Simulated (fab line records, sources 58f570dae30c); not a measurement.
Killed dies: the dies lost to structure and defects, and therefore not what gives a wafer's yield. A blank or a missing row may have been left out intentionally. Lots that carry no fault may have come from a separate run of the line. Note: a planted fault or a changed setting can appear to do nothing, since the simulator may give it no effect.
Comparing a struck lot with a sound one / flow berkeley cmos170 / 14 steps out of a route of 331
Sound: the wafers L474.2, L474.3, L474.4. Struck: wafers L463.3, L463.4, L463.5. The cause comes at the end.
For every step that has rows: the tool of each side, followed by ch and its chambers, followed by its first start. Under that, the readings that differ: sound wafers / struck wafers / difference of the means / sigmas: that difference in standard deviations of wafers without a fault.
alike: a reading whose means differ by less than 2 such deviations, as well as words and numbers matching on both sides. not compared: withheld readings; readings where some wafer has no value; bounds like >300 that might hide an equal value; numbers whose values overlap and for which the record gives no deviation.
Wherever a step has rows on one side only, a row that says differs or no value, or a row with sigmas, the two part there. Numbers that have no deviation but don't overlap get no sigmas and don't part them. Lack of a reading on every wafer of one side parts them only where that side has two or more wafers.

UCB170_CONTACT_THK_MEAS_02:
  sound on film metro-04, day 11 16:18; struck on film metro-01, day 9 23:49
  alike: CONTACT_PSG_THK
then, 3 steps without rows for these wafers: UCB170_CONTACT_HMDS_03 (prime time 60 s); UCB170_CONTACT_COAT_04 (resist thk 900 nm); UCB170_CONTACT_SOFTBAKE_05 (time 60 s).
UCB170_CONTACT_STRIP_06: strips in O2.
  sound on plasma asher-02 ch 0,1, day 11 16:48; struck on plasma asher-04 ch 0,1, day 10 00:44
reading=drypump motor current A (A); sound=4.7 5.7 4.7; struck=6.5 6.7 6.7; difference=+1.6; sigmas=+2
  alike: oes product au, strip time to endpoint s
  not compared: rf hours counter h
then, 1 step without rows for these wafers: UCB170_CONTACT_CLEAN_07 (cleans in SPM, time 600 s).
UCB170_CONTACT_RTA_08: time 10 s.
  sound on rtp anneal-01 ch 0, day 11 17:05; struck on rtp anneal-02 ch 0, day 10 01:04
  alike: chamber o2 ppm, lamp power pct, wafer_temp_C_max
then, 4 steps without rows for these wafers: UCB170_CONTACT_COAT_09; UCB170_CONTACT_COAT_10 (resist thk 900 nm); UCB170_CONTACT_SOFTBAKE_11 (time 60 s); UCB170_CONTACT_EXPOSE_12 (exposes mask CONT, target cd 700 nm).
UCB170_CONTACT_PEB_13:
  sound on litho track-02 ch 0, day 11 18:10; struck on litho track-01 ch 0, day 10 03:23
  alike: plate sensor t centre C, plate sensor t edge C
UCB170_CONTACT_DEVELOP_14: develop time 45 s.
  struck on litho track-01, day 10 03:00; sound on litho track-02 ch 0, day 11 18:00
  no value came back on the struck wafers for chill plate temp C (C), develop time s (s); on the sound wafers chill plate temp C (C) reads 23.17 22.96 22.90
reading=model.KrF_of_CONTACT_COAT_10.thk nm (nm); sound=887.6 888.1 888.2; struck=897.9 898.8 899.1; difference=+10.6; sigmas=
UCB170_CONTACT_CD_MEAS_15: the cd target is 700 nm.
  sound on cd sem-02, day 11 18:26; struck on cd sem-01, day 10 03:44
reading=cd nm (nm); sound=699.0 698.1 698.1; struck=- - -; difference=no value on the struck wafers; sigmas=

== WHERE THEY PART ==
First at UCB170_CONTACT_STRIP_06; last, within this record, at UCB170_CONTACT_CD_MEAS_15.

WHY: the cause the simulator had injected
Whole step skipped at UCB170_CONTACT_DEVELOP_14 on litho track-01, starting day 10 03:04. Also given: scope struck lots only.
